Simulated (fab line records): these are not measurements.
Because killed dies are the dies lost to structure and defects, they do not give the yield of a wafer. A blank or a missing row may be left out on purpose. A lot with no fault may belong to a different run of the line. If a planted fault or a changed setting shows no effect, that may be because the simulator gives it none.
Which of the tools did it?    flow berkeley cmos170    Sampling: 12 lots, 36 wafers, 7 of 331 route steps

## WHAT EACH GAUGE READ, for each wafer
UCB170_PLDD_TW_MEAS_11.
lot   measured      on             PLDD_TW
L935  day 6 15:57   film metro-02  1018 1016 1020
L936  day 7 10:32   film metro-02  1019 1016 1015
L938  day 7 11:11   film metro-04  996 997 1000
L937  day 7 11:17   film metro-03  1007 1006 1006
L939  day 7 19:26   film metro-03  1007 1010 1006
L941  day 7 19:45   film metro-02  1016 1025 1021
L940  day 7 19:59   film metro-04  997 999 994
L943  day 8 14:35   film metro-04  1003 999 998
L942  day 8 14:58   film metro-02  1017 1013 1019
L948  day 10 02:12  film metro-04  1001 996 999
L951  day 10 11:14  film metro-03  1006 1010 1013
L957  day 11 18:41  film metro-02  1023 1023 1023

UCB170_NSD_TW_MEAS_10.
lot   measured      on             NSD_TW
L935  day 7 02:44   film metro-03  4162 4169 4153
L936  day 7 22:50   film metro-02  4211 4228 4222
L938  day 8 00:59   film metro-04  4141 4148 4121
L937  day 7 23:33   film metro-03  4151 4186 4153
L939  day 8 07:15   film metro-03  4193 4179 4183
L941  day 8 06:15   film metro-03  4199 4197 4191
L940  day 8 07:39   film metro-03  4182 4182 4188
L943  day 9 01:55   film metro-04  4127 4118 4127
L942  day 9 01:20   film metro-02  4256 4236 4223
L948  day 10 09:59  film metro-02  4051 4030 4044
L951  day 11 01:05  film metro-04  3954 3965 3960
L957  day 12 06:50  film metro-04  4122 4129 4136

UCB170_SDANNEAL_RS_MEAS_03: the measuring method here is four-point-probe.
lot   measured      on             NSD_RS (ohm/sq)
L935  day 7 03:58   film metro-02  37.30 37.33 37.26
L936  day 8 00:14   film metro-03  37.29 37.24 37.24
L938  day 8 02:13   film metro-03  37.32 37.31 37.22
L937  day 8 01:11   film metro-02  37.33 37.34 37.32
L939  day 8 08:51   film metro-03  37.10 37.21 37.09
L941  day 8 07:32   film metro-02  37.17 37.09 37.15
L940  day 8 09:04   film metro-02  37.28 37.23 37.33
L943  day 9 04:17   film metro-02  37.33 37.27 37.40
L942  day 9 03:13   film metro-04  37.28 37.36 37.43
L948  day 10 11:36  film metro-04  45.29 45.49 45.42
L951  day 11 02:34  film metro-02  45.52 45.29 45.42
L957  day 12 08:11  film metro-04  37.48 37.46 37.43

UCB170_SDANNEAL_RS_MEAS_05: the measuring method here is four-point-probe.
lot   measured      on             NLDD_RS (ohm/sq)
L935  day 7 04:12   film metro-02  615.4 617.0 618.2
L936  day 8 00:28   film metro-03  617.9 615.9 614.6
L938  day 8 02:27   film metro-03  616.2 616.1 616.1
L937  day 8 01:26   film metro-02  617.8 615.7 617.5
L939  day 8 09:05   film metro-03  614.5 614.7 615.3
L941  day 8 07:46   film metro-02  620.3 615.9 618.6
L940  day 8 09:18   film metro-02  617.0 616.9 617.5
L943  day 9 04:31   film metro-02  617.1 617.1 617.8
L942  day 9 03:27   film metro-04  618.3 616.7 617.3
L948  day 10 11:50  film metro-04  617.1 616.9 616.9
L951  day 11 02:48  film metro-02  616.9 618.2 618.2
L957  day 12 08:26  film metro-04  615.7 617.5 616.9

UCB170_SILICIDE_RS_MEAS_02: the measuring method here is four-point-probe.
lot   measured      on             SILICIDE_TI_RS (ohm/sq)
L935  day 7 04:25   film metro-04  26.7 26.3 26.3
L936  day 8 00:41   film metro-02  26.0 25.5 25.2
L938  day 8 02:40   film metro-01  26.2 26.4 26.9
L937  day 8 01:38   film metro-04  26.0 25.9 26.1
L939  day 8 09:19   film metro-04  25.8 25.7 25.4
L941  day 8 07:59   film metro-04  26.1 26.1 25.8
L940  day 8 09:31   film metro-01  25.8 25.9 26.2
L943  day 9 04:44   film metro-04  25.8 26.3 25.9
L942  day 9 03:40   film metro-01  26.1 25.6 25.7
L948  day 10 12:04  film metro-02  26.4 26.7 26.2
L951  day 11 03:01  film metro-01  25.8 26.1 25.8
L957  day 12 08:38  film metro-04  26.3 26.3 26.2

## TOOL THAT RAN EACH LOT (tool first, then ch and the chambers of the sampled wafers, then the start)
lot   UCB170_NSD_IMPLANT_08            UCB170_NSD_STRIP_09
L935  implanter-01 ch 0, day 7 02:29   plasma asher-01 ch 0,1, day 7 02:38
L936  implanter-01 ch 0, day 7 22:35   plasma asher-03 ch 0, day 7 22:44
L938  implanter-03 ch 0, day 8 00:44   plasma asher-03 ch 0,1, day 8 00:53
L937  implanter-03 ch 0, day 7 23:21   plasma asher-01 ch 0,1, day 7 23:27
L939  implanter-03 ch 0, day 8 07:00   plasma asher-03 ch 0,1, day 8 07:09
L941  implanter-01 ch 0, day 8 06:02   plasma asher-03 ch 0,1, day 8 06:10
L940  implanter-04 ch 0, day 8 07:25   plasma asher-01 ch 0,1, day 8 07:32
L943  implanter-01 ch 0, day 9 01:42   plasma asher-03 ch 0,1, day 9 01:49
L942  implanter-04 ch 0, day 9 01:05   plasma asher-03 ch 0,1, day 9 01:14
L948  implanter-03 ch 0, day 10 09:46  plasma asher-01 ch 0,1, day 10 09:54
L951  implanter-03 ch 0, day 11 00:50  plasma asher-03 ch 0,1, day 11 00:59
L957  implanter-01 ch 0, day 12 06:35  plasma asher-03 ch 0,1, day 12 06:44
- UCB170_NSD_IMPLANT_08
- UCB170_NSD_STRIP_09: strips in O2.

## AS READ BY THE TOOLS THEMSELVES (means over the sampled wafers that have a number; for cases with no such wafer, the mark the record gives instead)
UCB170_NSD_IMPLANT_08.
lot   tool          dose ions cm2  end station pressure torr (Torr)  faraday current uA
L935  implanter-01  3e+15          1.28e-05                          9378
L936  implanter-01  3e+15          1.22e-05                          9238
L938  implanter-03  3e+15          1.24e-05                          9280
L937  implanter-03  3e+15          1.26e-05                          9264
L939  implanter-03  3e+15          1.31e-05                          9308
L941  implanter-01  3e+15          1.25e-05                          9350
L940  implanter-04  3e+15          1.22e-05                          9125
L943  implanter-01  3e+15          1.32e-05                          9272
L942  implanter-04  3e+15          1.20e-05                          9247
L948  implanter-03  2e+15          1.07e-05                          6430
L951  implanter-03  2e+15          1.03e-05                          6537
L957  implanter-01  3e+15          1.28e-05                          9010

UCB170_NSD_STRIP_09.
lot   tool             drypump motor current A (A)  o2 flow sccm (sccm)  oes product au (a.u.)  strip time to endpoint s (s)
L935  plasma asher-01  5.7                          399.7                0.531                  35.80
L936  plasma asher-03  5.8                          400.1                0.536                  35.81
L938  plasma asher-03  5.6                          399.5                0.535                  35.72
L937  plasma asher-01  5.7                          399.9                0.532                  35.75
L939  plasma asher-03  5.6                          400.2                0.530                  35.86
L941  plasma asher-03  5.6                          399.0                0.531                  35.88
L940  plasma asher-01  5.7                          399.1                0.534                  35.86
L943  plasma asher-03  5.7                          399.5                0.531                  35.69
L942  plasma asher-03  5.7                          399.4                0.531                  35.66
L948  plasma asher-01  6.0                          398.3                0.568                  32.52
L951  plasma asher-03  5.7                          400.3                0.567                  32.47
L957  plasma asher-03  5.6                          399.8                0.537                  35.73

## THE ANSWER, worked out from the rows above alone
Rule: the usual values come from the lots themselves. Put in order of their means at a reading, lots are off if they are a third of the lots or fewer, leave a main group of 4 or more, and stand apart from it by a gap of 3 or more times the standard deviation of the main group's means; of several such gaps the widest counts. If all means in a main group match to the digits the tables above print for the reading, that group is not used. Also off: a lot with no number at a reading for which 4 or more lots have one. The other lots that the step has rows for count as sound. Order of review: gauges by route order, followed by the tools' own readings, for which a lot's mean as printed above is used. The first step at which some lot is off is used, and at that step the reading that is off furthest; a lot without a number counts as furthest.
Off: at UCB170_SDANNEAL_RS_MEAS_03 (NSD_RS), L948, L951. Mean 37.29 ohm/sq and standard deviation 0.092 in the main group.
A tool fits if, at a process step before that reading, it ran every lot that is off, and no sound lot after the first of them. Not tried: the gauges at UCB170_SDANNEAL_RS_MEAS_03; whatever is off there is also off at UCB170_NSD_IMPLANT_08, on other tools, and gauge error can't account for it. One fits: implanter-03 at UCB170_NSD_IMPLANT_08. A fault onset in the window from L939 (day 8 07:00, its last sound lot) to L948 (day 10 09:46, its first lot off) fits.
The tool's own readings at UCB170_NSD_IMPLANT_08 bear it out: on the lots that are off they differ by more than 5 times the standard deviation of the sound lots' means. dose ions cm2 reads 2e+15 there against 3e+15 on the sound lots; end station pressure torr reads 1.05e-05 Torr there against 1.26e-05 Torr on the sound lots; faraday current uA reads 6484 there against 9247 on the sound lots.

## WHAT THE SIMULATOR HAD INSERTED
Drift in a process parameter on implanter-03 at UCB170_NSD_IMPLANT_08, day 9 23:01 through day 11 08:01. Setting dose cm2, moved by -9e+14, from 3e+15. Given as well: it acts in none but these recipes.
Lots struck among those shown: L948, L951. The rule above found the same.
